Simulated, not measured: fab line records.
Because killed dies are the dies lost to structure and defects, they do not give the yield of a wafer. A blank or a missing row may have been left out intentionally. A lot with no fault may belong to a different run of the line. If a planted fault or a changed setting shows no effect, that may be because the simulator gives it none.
Which tool was responsible?	flow rit cmos	14 lots, 42 wafers sampled, at 2 steps of a route of 202

WHAT EACH GAUGE READ, for each wafer
RIT_REOX_THK_MEAS_04. Usual: REOX_OXIDE_THK 25.0 nm, standard deviation 0.43.
lot	measured	on	REOX_OXIDE_THK (nm)	flag
L714	day 2 19:36	film metro-01	25.0 24.6 25.1	
L715	day 3 03:39	film metro-02	24.7 24.8 24.5	
L716	day 3 08:51	film metro-03	25.0 24.9 24.9	
L717	day 3 15:32	film metro-02	24.4 24.4 24.7	
L721	day 4 09:01	film metro-01	24.5 24.3 24.7	
L722	day 4 17:29	film metro-02	24.8 25.2 25.0	
L723	day 4 17:30	film metro-01	24.3 24.6 24.2	
L725	day 5 06:24	film metro-02	25.3 25.1 24.9	
L726	day 5 08:47	film metro-02	24.8 25.1 24.5	
L727	day 5 11:46	film metro-03	25.2 25.7 25.0	
L728	day 5 21:32	film metro-01	25.0 24.7 24.5	
L729	day 6 00:04	film metro-02	25.4 24.9 25.5	
L733	day 6 20:50	film metro-02	30.2 30.2 30.3	OFF
L734	day 6 23:23	film metro-03	30.5 30.0 30.3	OFF

WHICH TOOL RAN EACH LOT (tool, then ch and the chambers of the sampled wafers, then the start)
lot	RIT_REOX_OXIDATION_03
L714	furnace-04 ch 0, day 2 17:03
L715	furnace-03 ch 0, day 3 01:05
L716	furnace-04 ch 0, day 3 06:17
L717	furnace-03 ch 0, day 3 12:59
L721	furnace-03 ch 0, day 4 06:27
L722	furnace-01 ch 0, day 4 14:56
L723	furnace-01 ch 0, day 4 14:56
L725	furnace-01 ch 0, day 5 03:50
L726	furnace-04 ch 0, day 5 06:14
L727	furnace-01 ch 0, day 5 09:12
L728	furnace-04 ch 0, day 5 18:58
L729	furnace-04 ch 0, day 5 21:31
L733	furnace-01 ch 0, day 6 18:17
L734	furnace-01 ch 0, day 6 20:50
- RIT_REOX_OXIDATION_03: target thk 25.2 nm, ox time 5580 s.

AS READ BY THE TOOLS THEMSELVES (means over the sampled wafers that have a number; for cases with no such wafer, the mark the record gives instead)
RIT_REOX_OXIDATION_03. Usual: spike tc centre C 902.3 C, standard deviation 0.97; spike tc load C 923 C, standard deviation 3.1; spike tc source C 923.5 C, standard deviation 1.3; tube center temp C 900 C, standard deviation 0.078; tube_center_temp_C_max 902.3, standard deviation 0.41; zone power centre pct 41.8 %, standard deviation 2.
lot	tool	spike tc centre C (C)	spike tc load C (C)	spike tc source C (C)	tube center temp C (C)	tube_center_temp_C_max	zone power centre pct (%)	flag
L714	furnace-04	903.0	925	922.7	900	902.4	41.6	
L715	furnace-03	902.5	926	922.2	900	902.4	45.3	
L716	furnace-04	902.6	924	923.6	900	902.4	41.8	
L717	furnace-03	902.8	925	924.1	900	902.5	45.1	
L721	furnace-03	902.8	927	922.9	900	902.3	45.2	
L722	furnace-01	901.4	920	923.6	900	902.5	39.8	
L723	furnace-01	902.7	920	925.9	900	902.0	40.1	
L725	furnace-01	901.9	920	924.7	900	902.0	39.8	
L726	furnace-04	903.1	927	922.3	900	901.9	41.8	
L727	furnace-01	901.2	919	923.9	900	902.3	40.0	
L728	furnace-04	901.8	925	923.3	900	902.0	41.3	
L729	furnace-04	901.8	926	922.9	900	902.4	41.5	
L733	furnace-01	921.5	939	944.1	920	922.0	41.2	OFF
L734	furnace-01	922.3	940	944.6	920	922.0	41.0	OFF

THE ANSWER, worked out from the rows above alone
Rule: take the mean of a lot's wafers that have a number; if it is more than 3 standard deviations from the usual mean, the lot is off. A lot without any number at a reading at which 4 lots or more have one is off too. The other lots that the step has rows for count as sound. After the gauges, taken in route order, come the tools' own readings; for these a lot's mean is taken, as printed above. The first step at which some lot is off is used, and at that step the reading that is off furthest; a lot without a number counts as furthest.
Off: L733, L734, seen at RIT_REOX_THK_MEAS_04 (REOX_OXIDE_THK).
A tool fits if, at a process step before that reading, it ran every lot that is off, and no sound lot after the first of them. The gauges at RIT_REOX_THK_MEAS_04 aren't tried: what is off there is off at RIT_REOX_OXIDATION_03 too, on other tools, and a gauge's error can't cause that. One candidate fits, namely furnace-01 at RIT_REOX_OXIDATION_03. A fault onset in the window from L727 (day 5 09:12, its last sound lot) to L733 (day 6 18:17, its first lot off) fits.
The tool's own readings at RIT_REOX_OXIDATION_03 bear it out: on the lots that are off they differ by more than 5 times the standard deviation of the sound lots' means. spike tc centre C reads 921.9 C there against 902.3 C on the sound lots; spike tc load C reads 940 C there against 924 C on the sound lots; spike tc source C reads 944.4 C there against 923.5 C on the sound lots; tube center temp C reads 920 C there against 900 C on the sound lots; tube_center_temp_C_max reads 922.0 there against 902.3 on the sound lots.

WHAT THE SIMULATOR HAD INSERTED
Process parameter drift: furnace-01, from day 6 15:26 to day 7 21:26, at RIT_REOX_OXIDATION_03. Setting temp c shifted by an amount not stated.
Shown lots that were struck: L733, L734. This agrees with what the rule above found.
